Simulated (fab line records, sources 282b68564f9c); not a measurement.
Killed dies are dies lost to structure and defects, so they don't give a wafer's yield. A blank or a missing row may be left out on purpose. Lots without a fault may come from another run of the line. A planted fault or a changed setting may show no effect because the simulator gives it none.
Problem report in the 8D (eight disciplines) form, filled by code | flow rit_cmos | the parts of the form that need people (team, actions taken, sign-off) are left out

1. THE PROBLEM
plate_temp_C at RIT_NWELL_HARDBAKE_07 reads a mean of 139.10 C on 6 wafers of 2 lots; wafers without a fault read 140.03 C with a standard deviation of 0.12. That is -7.8 standard deviations from the usual mean.
The step: time 120 s.
First seen on wafer L874.2, day 5 06:04, on litho_track-03. The record holds 42 wafers of 14 lots with a number at this step. Rule for "out", or "out of limits": more than 4 standard deviations from the usual mean. The other wafers with a number count as sound.

2. WHAT IT IS AND WHAT IT IS NOT
question                    | is                                 | is not
which readings at this step | plate_temp_C, heater_power_total_W | -
which lots                  | L874, L876                         | L858, L862, L863, L864, L865, L866, L867, L868, L869, L870, L871, L875
which wafers of those lots  | all that have a number             | -
read on which tools         | litho_track-03                     | litho_track-01, litho_track-04
when                        | from day 5 06:04                   | up to then (33 sound wafers); but 3 sound wafers of L875 came after

3. SUSPECTS, AND WHAT RULES EACH OUT
Counting: a tool at a process step up to the reading stays a suspect if it ran every lot that is out and no sound lot after the first of them.
- litho_track-03 at RIT_NWELL_HARDBAKE_07 (time 120 s): kept. It ran every lot that is out, first L874 (day 5 06:04), and no sound lot after that; its last sound lot up to then is L871 (day 4 15:24). Its own readings are out on those wafers: heater_power_total_W, plate_temp_C.
Left after counting: litho_track-03 at RIT_NWELL_HARDBAKE_07.

4. THE CAUSE (what the simulator had put in)
Process parameter drift: litho_track-03, from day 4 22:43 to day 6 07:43, at RIT_NWELL_HARDBAKE_07. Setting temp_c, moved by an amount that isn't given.
Counting left only this tool.

5. THE CHAIN OF EFFECTS, in route order
Each row: a reading whose mean over the struck wafers that have a number lies more than 3 standard deviations from the usual. Only readings for which the record gives a usual standard deviation are gone through. hours: the time from each lot's start at the first step in this table that gives one to its start at this step, as a median over the lots. sigmas: the change in usual standard deviations.
hours | step                  | reading              | usual    | on struck wafers | change | sigmas
0     | RIT_NWELL_HARDBAKE_07 | heater_power_total_W | 52.02 W  | 51.53            | -0.49  | -7.6
0     | RIT_NWELL_HARDBAKE_07 | plate_temp_C         | 140.03 C | 139.10           | -0.93  | -7.8
The process steps in it:
- RIT_NWELL_HARDBAKE_07: time 120 s.

6. WHAT WOULD HAVE CAUGHT IT SOONER
In this record the first reading out of limits was taken at day 5 06:04, 7 hours after the fault began at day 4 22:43.
